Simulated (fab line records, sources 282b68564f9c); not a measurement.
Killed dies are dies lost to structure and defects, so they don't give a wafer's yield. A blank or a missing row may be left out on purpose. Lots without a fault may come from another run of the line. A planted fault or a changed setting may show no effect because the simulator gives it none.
fab line records | flow rit_cmos
record lots=14 wafers=42 last_day=7
route steps=202 shown CONTACT@175 M1@202
lots that met no fault: from a run of the same line without faults
start_h: hours from the record's first day to the start of the lot's first wafer shown | wait_h: hours since the lot's step before | " the same as in the row above | L1.1+2: a row that stands for several wafers | - no value, or no start given | * or withheld: withheld | < > ~ a bound
route shown NAME@n: a module of which the file shows steps, and the number in the route of the first | usual: mean/standard deviation of fault-free wafers | same: alike in all rows | chamber/n: place in a boat | sites: the reading at each site | _std_site: their standard deviation | _edge_site: outer sites' mean less inner sites' | radius_mm: how far each site lies from the wafer's centre | mask NAME#n: copy n | behind: the tool/chamber that last shaped the wafer | hold: why the lot was held/for how many hours/how that ended | device: the transistor (n, p or np) that didn't switch | end of line: the same wafers' tests at the end of the route | a step without rows: its recipe alone | killed: dies lost to structure and defects at the first sort, not the wafer's yield | map: a wafer's dies, x killed, . not, _ none there
set.NAME: the setting as run; set.NAME@STEP: as run at that earlier step | model.NAME: the simulator's own value behind a step, which no gauge read
steps of the route over a sample of lots; a table a step, a row a wafer
## steps
# step RIT_CONTACT_DEVELOP_07
# recipe resist=NOVOLAK develop_time_s=120 dev_temp_c=23
# columns lot.wafer tool chamber start_h wait_h
L966.1+2+5 litho_track-03 0 57 -
L967.2+3+5 litho_track-01 0 57 -
L968.1+3+5 litho_track-03 0 61 -
L970.1+3+4 litho_track-04 0 72 -
L971.1+4+6 litho_track-01 0 77 -
L972.2+4+6 litho_track-01 0 81 -
L973.1+4+6 litho_track-01 0 85 -
L974.2+5+6 litho_track-04 0 92 -
L979.2+3+5 litho_track-01 0 117 -
L981.3+4+6 litho_track-01 0 127 -
L982.2+4+6 litho_track-04 0 131 -
L985.1+2+5 litho_track-03 0 146 -
L986.2+3+4 litho_track-03 0 151 -
L988.1+3+5 litho_track-03 0 161 -
# step RIT_CONTACT_CD_MEAS_08
# recipe target_cd_nm=1000
# usual cd_nm=1000.0/2.9
# columns lot.wafer tool chamber start_h wait_h hold cd_nm
L966.1 cd_sem-01 - 57.80 - - 998.0
L966.2 " - " " - 999.3
L966.5 " - " " - 996.7
L967.2 cd_sem-02 - 57.94 - - 999.9
L967.3 " - " " - 999.4
L967.5 " - " " - 1000.1
L968.1 cd_sem-02 - 61.77 - - 995.5
L968.3 " - " " - 993.4
L968.5 " - " " - 993.7
L970.1 cd_sem-02 - 72.63 - - 999.6
L970.3 " - " " - 1000.4
L970.4 " - " " - 1000.1
L971.1 cd_sem-02 - 77.35 - - 1004.7
L971.4 " - " " - 1006.0
L971.6 " - " " - 1003.8
L972.2 cd_sem-01 - 82.05 - - 995.0
L972.4 " - " " - 995.9
L972.6 " - " " - 995.8
L973.1 cd_sem-01 - 85.84 - - 997.8
L973.4 " - " " - 998.8
L973.6 " - " " - 998.9
L974.2 cd_sem-02 - 92.38 - - 998.8
L974.5 " - " " - 1001.9
L974.6 " - " " - 1001.9
L979.2 cd_sem-02 - 117.63 - await_dispo/0.2h/release 940.6
L979.3 " - " " await_dispo/0.2h/release 942.2
L979.5 " - " " await_dispo/0.2h/release 942.4
L979.2 cd_sem-02 - 117.92 0.3 - 940.4
L979.3 " - " " - 942.2
L979.5 " - " " - 942.6
L981.3 cd_sem-02 - 127.73 - await_dispo/0.2h/release 948.9
L981.4 " - " " await_dispo/0.2h/release 946.5
L981.6 " - " " await_dispo/0.2h/release 946.7
L981.3 cd_sem-02 - 128.01 0.3 - 948.8
L981.4 " - " " - 946.5
L981.6 " - " " - 946.8
L982.2 cd_sem-02 - 131.61 - - 1003.1
L982.4 " - " " - 1002.6
L982.6 " - " " - 1005.8
L985.1 cd_sem-02 - 146.91 - - 1000.6
L985.2 " - " " - 1000.9
L985.5 " - " " - 999.8
L986.2 cd_sem-02 - 152.06 - - 1004.2
L986.3 " - " " - 1003.4
L986.4 " - " " - 1003.3
L988.1 cd_sem-01 - 161.56 - - 1002.0
L988.3 " - " " - 1002.1
L988.5 " - " " - 1000.6
# step RIT_M1_PROBE_99
# usual killed_at_contacts=0.1/0.31 killed_at_front_end=7/3.1 killed_dies=7/3.1 killed_open=3.3/1.9 killed_short=3.3/2
# same gross_dies=264 killed_at_M0_to_M3=0 killed_at_M4_up=0 killed_at_back_side=0 killed_at_other=0
# columns lot.wafer tool chamber start_h wait_h killed_at_contacts killed_at_front_end killed_dies killed_open killed_short
L981.3 prober-01 - 138.07 0.2 0 3 3 1 2
L981.4 prober-01 - 138.12 0.2 0 6 6 4 2
L981.6 prober-01 - 138.22 0.2 0 4 4 3 1
L979.2 prober-01 - 139.02 0.1 0 6 6 2 4
L979.3 prober-01 - 139.07 0.2 0 7 7 4 3
L979.5 prober-01 - 139.17 0.2 0 11 11 5 6
# killed by level:class
L981.3 FOX1:geometric_particle:short=1 REOX:geometric_particle:short=1 SPACER:geometric_particle:open=1
L981.4 GATE:geometric_particle:open=2 FOX1:geometric_particle:open=1 GATE:geometric_particle:short=1 REOX:geometric_particle:short=1 SPACER:geometric_particle:open=1
L981.6 SPACER:geometric_particle:open=3 SPACER:geometric_particle:short=1
L979.2 GATE:geometric_particle:short=3 FOX1:geometric_particle:short=1 GATE:geometric_particle:open=1 SPACER:geometric_particle:open=1
L979.3 SILICIDE:geometric_particle:short=2 FOX2:geometric_particle:open=1 GATE:geometric_particle:open=1 GATE:geometric_particle:short=1 REOX:geometric_particle:open=1 SILICIDE:geometric_particle:open=1
L979.5 GATE:geometric_particle:open=3 SILICIDE:geometric_particle:short=2 FOX1:geometric_particle:short=1 GATE:geometric_particle:short=1 REOX:geometric_particle:open=1 REOX:geometric_particle:short=1 SPACER:geometric_particle:short=1 SPACER:geometric_particle:open=1
## key
first_sign step=RIT_CONTACT_CD_MEAS_08 reading=visit direction=added
effect step=RIT_CONTACT_CD_MEAS_08 reading=cd_nm direction=down sigmas=19 usual=1000.0 struck=944.6
met_at RIT_CONTACT_DEVELOP_07
struck_lots L979,L981
tester_left_out L979,L981
onset_between 85 117
fault kind=process_parameter_drift tool=litho_track-01 chamber=- onset_h=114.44 steps=RIT_CONTACT_DEVELOP_07 channel=develop_time_s offset=* shape=step end_h=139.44 acts_in=* stated=*
# tester_left_out: of these lots the tester's yield and bins aren't shown, on N5 and GAA mostly nor the transistor test; their killed dies are dies lost to structure and defects alone, not to doping, threshold or leakage, so they don't give the yield
